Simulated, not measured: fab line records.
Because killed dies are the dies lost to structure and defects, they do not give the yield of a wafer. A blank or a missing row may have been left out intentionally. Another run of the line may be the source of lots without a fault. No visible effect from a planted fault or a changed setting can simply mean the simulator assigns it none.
Commonality check across tools :: flow berkeleyCmos170 :: 14 lots, 42 wafers sampled

== WHY IT WAS OPENED ==
At UCB170_SDANNEAL_RS_MEAS_02 the reading PSD_RS is flagged on 2 of 14 lots. Fault-free wafers read 75.7 ohm/sq, with a standard deviation of 0.38.
Rule: a lot is flagged when every wafer of it that has a number lies more than 4 standard deviations from that mean, or none has a number. All remaining lots are regarded as sound.

lot: L595
measured: day 8 03:45
on: filmMetro-03
PSD_RS (ohm/sq), wafer by wafer: 75.8 75.7 75.5
flag: 

lot: L596
measured: day 8 04:46
on: filmMetro-03
PSD_RS (ohm/sq), wafer by wafer: 75.3 75.3 75.1
flag: 

lot: L599
measured: day 8 16:57
on: filmMetro-01
PSD_RS (ohm/sq), wafer by wafer: 75.6 75.5 75.5
flag: 

lot: L601
measured: day 8 17:18
on: filmMetro-02
PSD_RS (ohm/sq), wafer by wafer: 74.8 74.6 74.8
flag: 

lot: L600
measured: day 8 17:50
on: filmMetro-02
PSD_RS (ohm/sq), wafer by wafer: 75.6 75.2 75.3
flag: 

lot: L597
measured: day 8 17:53
on: filmMetro-01
PSD_RS (ohm/sq), wafer by wafer: 75.4 75.4 75.8
flag: 

lot: L602
measured: day 9 11:09
on: filmMetro-01
PSD_RS (ohm/sq), wafer by wafer: 75.2 75.3 75.5
flag: 

lot: L606
measured: day 10 07:44
on: filmMetro-02
PSD_RS (ohm/sq), wafer by wafer: 75.4 75.2 75.2
flag: 

lot: L605
measured: day 10 07:58
on: filmMetro-01
PSD_RS (ohm/sq), wafer by wafer: 84.1 84.3 83.8
flag: FLAGGED

lot: L608
measured: day 10 08:13
on: filmMetro-02
PSD_RS (ohm/sq), wafer by wafer: 84.2 84.0 84.3
flag: FLAGGED

lot: L613
measured: day 10 23:37
on: filmMetro-03
PSD_RS (ohm/sq), wafer by wafer: 76.1 76.1 76.1
flag: 

lot: L612
measured: day 11 00:46
on: filmMetro-02
PSD_RS (ohm/sq), wafer by wafer: 76.3 76.3 76.4
flag: 

lot: L616
measured: day 11 16:42
on: filmMetro-02
PSD_RS (ohm/sq), wafer by wafer: 76.0 75.7 76.0
flag: 

lot: L617
measured: day 12 06:59
on: filmMetro-02
PSD_RS (ohm/sq), wafer by wafer: 76.2 76.0 76.1
flag: 
Average over the flagged lots: 84.1 ohm/sq; offset from the usual +8.4 ohm/sq, equal to +22 standard deviations.

== EACH LOT AND THE TOOL IT RAN ON ==
The record holds 1 process step before the reading, out of a route of 331 steps. Every cell lists first the tool, next ch and the chambers used by the sampled wafers, and last the start.
lot: L595
flag: 
UCB170_SDANNEAL_RTA_01: rtpAnneal-01 ch 0, day 8 03:41

lot: L596
flag: 
UCB170_SDANNEAL_RTA_01: rtpAnneal-01 ch 0, day 8 04:41

lot: L599
flag: 
UCB170_SDANNEAL_RTA_01: rtpAnneal-02 ch 0, day 8 16:53

lot: L601
flag: 
UCB170_SDANNEAL_RTA_01: rtpAnneal-01 ch 0, day 8 17:14

lot: L600
flag: 
UCB170_SDANNEAL_RTA_01: rtpAnneal-01 ch 0, day 8 17:37

lot: L597
flag: 
UCB170_SDANNEAL_RTA_01: rtpAnneal-01 ch 0, day 8 17:47

lot: L602
flag: 
UCB170_SDANNEAL_RTA_01: rtpAnneal-02 ch 0, day 9 11:05

lot: L606
flag: 
UCB170_SDANNEAL_RTA_01: rtpAnneal-02 ch 0, day 10 07:40

lot: L605
flag: FLAGGED
UCB170_SDANNEAL_RTA_01: rtpAnneal-01 ch 0, day 10 07:52

lot: L608
flag: FLAGGED
UCB170_SDANNEAL_RTA_01: rtpAnneal-01 ch 0, day 10 08:02

lot: L613
flag: 
UCB170_SDANNEAL_RTA_01: rtpAnneal-02 ch 0, day 10 23:33

lot: L612
flag: 
UCB170_SDANNEAL_RTA_01: rtpAnneal-02 ch 0, day 11 00:42

lot: L616
flag: 
UCB170_SDANNEAL_RTA_01: rtpAnneal-02 ch 0, day 11 16:39

lot: L617
flag: 
UCB170_SDANNEAL_RTA_01: rtpAnneal-02 ch 0, day 12 06:55
What these steps do:
- UCB170_SDANNEAL_RTA_01: time 5 s.
- UCB170_SDANNEAL_RS_MEAS_02: measures by four-point-probe.

== FLAGGED AGAINST TOTAL, ONE TOOL AT A TIME (gauges that did the reading follow at the end) ==
step: UCB170_SDANNEAL_RTA_01
tool: rtpAnneal-01
lots run: 7
flagged: 2
share of the flagged lots: all
sound lots run after its first flagged lot: 0

step: UCB170_SDANNEAL_RTA_01
tool: rtpAnneal-02
lots run: 7
flagged: 0
share of the flagged lots: none
sound lots run after its first flagged lot: -

step: UCB170_SDANNEAL_RS_MEAS_02
tool: filmMetro-01
lots run: 4
flagged: 1
share of the flagged lots: some
sound lots run after its first flagged lot: 0

step: UCB170_SDANNEAL_RS_MEAS_02
tool: filmMetro-02
lots run: 7
flagged: 1
share of the flagged lots: some
sound lots run after its first flagged lot: 3 (L612,L616,L617)

step: UCB170_SDANNEAL_RS_MEAS_02
tool: filmMetro-03
lots run: 3
flagged: 0
share of the flagged lots: none
sound lots run after its first flagged lot: -

== WHAT THE TABLE PERMITS ==
1 row of the table ran every flagged lot: rtpAnneal-01 at UCB170_SDANNEAL_RTA_01.
- rtpAnneal-01 at UCB170_SDANNEAL_RTA_01 ran 7 lots, 2 of them flagged. Last sound lot L597 at day 8 17:47, first flagged lot L605 at day 10 07:52; a fault beginning in between fits.
What remains is a single tool, rtpAnneal-01 at UCB170_SDANNEAL_RTA_01.

== WHAT HAD BEEN PUT IN BY THE SIMULATOR ==
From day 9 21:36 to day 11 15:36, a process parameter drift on rtpAnneal-01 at UCB170_SDANNEAL_RTA_01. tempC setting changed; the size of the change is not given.
Shown lots that were struck: L605, L608. Same finding as the rule above.
